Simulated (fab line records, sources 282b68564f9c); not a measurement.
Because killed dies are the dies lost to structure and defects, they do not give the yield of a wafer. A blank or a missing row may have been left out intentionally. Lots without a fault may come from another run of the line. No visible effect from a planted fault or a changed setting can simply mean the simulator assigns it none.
Comparing a struck lot with a sound one	flow ritCmos	17 out of 202 route steps
Sound: these wafers, L267.2, L267.4, L267.6. Wafers L268.1, L268.2, L268.5 were the ones struck. Last of all comes the cause.
For every step that has rows: the tool of each side, followed by ch and its chambers, followed by its first start. Under that, the readings that differ: sound wafers	struck wafers	difference of the means	sigmas: that difference in standard deviations of wafers without a fault.
alike: same words and numbers on both sides, and readings whose means sit less than 2 such deviations apart. not compared: any withheld reading, any reading some wafer has no value for, any bound like >300 that may hide the same value, and any number with overlapping values for which the record gives no deviation.
Wherever a step has rows on one side only, a row that says differs or no value, or a row with sigmas, the two part there. Numbers that have no deviation but don't overlap get no sigmas and don't part them. A reading that every wafer of one side lacks parts them only if that side has two wafers or more.

RIT_NWELL_TW_MEAS_10:
  struck on filmMetro-03, day 5 05:31; sound on filmMetro-03, day 5 02:13
  alike: NWELL_TW
then, 6 steps without rows for these wafers: RIT_PWELL_HMDS_00 (prime time 60 s); RIT_PWELL_COAT_01 (resist thk 1300 nm); RIT_PWELL_SOFTBAKE_02 (time 60 s); RIT_PWELL_EXPOSE_03 (exposes mask M3, target cd 43700 nm); RIT_PWELL_PEB_04; RIT_PWELL_DEVELOP_05 (develop time 68 s).
RIT_PWELL_OVL_MEAS_06:
  struck on overlay-02, day 5 06:34; sound on overlay-02, day 5 03:16
reading	sound	struck	difference	sigmas
PWELL_OVL (nm)	3.5 0.6 2.6	-2.0 -1.8 0.3	-3.4	-2
then, 2 steps without rows for these wafers: RIT_PWELL_HARDBAKE_07 (time 120 s); RIT_PWELL_IMPLANT_08.
RIT_PWELL_STRIP_09: strips in O2, time 180 s.
  sound on plasmaAsher-03 ch 0,1, day 5 03:42; struck on plasmaAsher-01 ch 0,1, day 5 07:01
  alike: drypumpMotorCurrentA
  not compared: rfHoursCounterH
RIT_PWELL_TW_MEAS_10:
  struck on filmMetro-03, day 5 07:11; sound on filmMetro-03, day 5 03:53
  alike: PWELL_TW
RIT_WELLDRIVE_ANNEAL_00: time 14700 s.
  sound on furnace-01 ch 0, day 5 03:56; struck on furnace-03 ch 0, day 5 07:14
reading	sound	struck	difference	sigmas
spikeTcCentreC (C)	1104.3 1103.8 1104.3	1123.9 1123.7 1126.6	+20.6	+21
spikeTcLoadC (C)	1129.4 1128.9 1131.8	1149.8 1150.5 1148.4	+19.5	+7
spikeTcSourceC (C)	1125.6 1125.5 1125.7	1145.1 1144.8 1145.0	+19.4	+12
tubeCenterTempC (C)	1100 1100.2 1100	1121.9 1122.1 1121.9	+21.9	+99 or more
tube_center_temp_C_max	1102.6 1102.9 1103.3	1125.6 1125.3 1126.2	+22.8	+47
zonePowerSourcePct (%)	41.4 41.4 41.3	47.7 47.4 48.1	+6.4	+2
RIT_WELLDRIVE_RS_MEAS_01: measurement is done with a four-point probe.
  struck on filmMetro-04, day 5 12:20; sound on filmMetro-03, day 5 09:02
reading	sound	struck	difference	sigmas
NWELL_RS (ohm/sq)	270.2 271.3 271.4	248.6 248.9 248.6	-22.3	-28
RIT_WELLDRIVE_RS_MEAS_02: measurement is done with a four-point probe.
  struck on filmMetro-04, day 5 12:27; sound on filmMetro-03, day 5 09:10
reading	sound	struck	difference	sigmas
PWELL_RS (ohm/sq)	427.2 426.7 427.1	404.7 405.9 405.3	-21.7	-18
then, 1 step without rows for these wafers: RIT_NRETRO_HMDS_00 (prime time 60 s).
RIT_M1_PROBE_99:
  struck on prober-02, day 6 18:34; sound on prober-01, day 6 14:59
reading	sound	struck	difference	sigmas
killed_at_M0_to_M3	0 0 1	0 0 0	+0	-2
model.etest.nmos_0p3.rOnOhmUm	2157 2193 2166	2113 2156 2146	-34	
model.etest.nwellPinched.rsOhmSq	328 336.6 331.4	291.7 294.5 292.3	-39.2	
model.etest.pwellPinched.rsOhmSq	455.4 459.1 457.5	431.3 428 427.9	-28.3	
model.etest.pwell.rsOhmSq	412.3 413.2 416.3	398.8 395.7 397.4	-16.6	
model.etest.pmosNarrow.driveUaUm	99.66 100.5 100.8	105.9 102.5 104.2	+3.9	
  alike: killedAtContacts, killedAtFrontEnd, killedDies, killedOpen, killedShort
  not compared: model.etest.pmos_0p3.rOnOhmUm, model.etest.nmosNarrow.driveUaUm, model.etest.nmos_0p3.driveUaUm

## WHERE THEY PART
Last at RIT_M1_PROBE_99 as far as this record goes, first at RIT_PWELL_OVL_MEAS_06.

WHY: what had been put in by the simulator
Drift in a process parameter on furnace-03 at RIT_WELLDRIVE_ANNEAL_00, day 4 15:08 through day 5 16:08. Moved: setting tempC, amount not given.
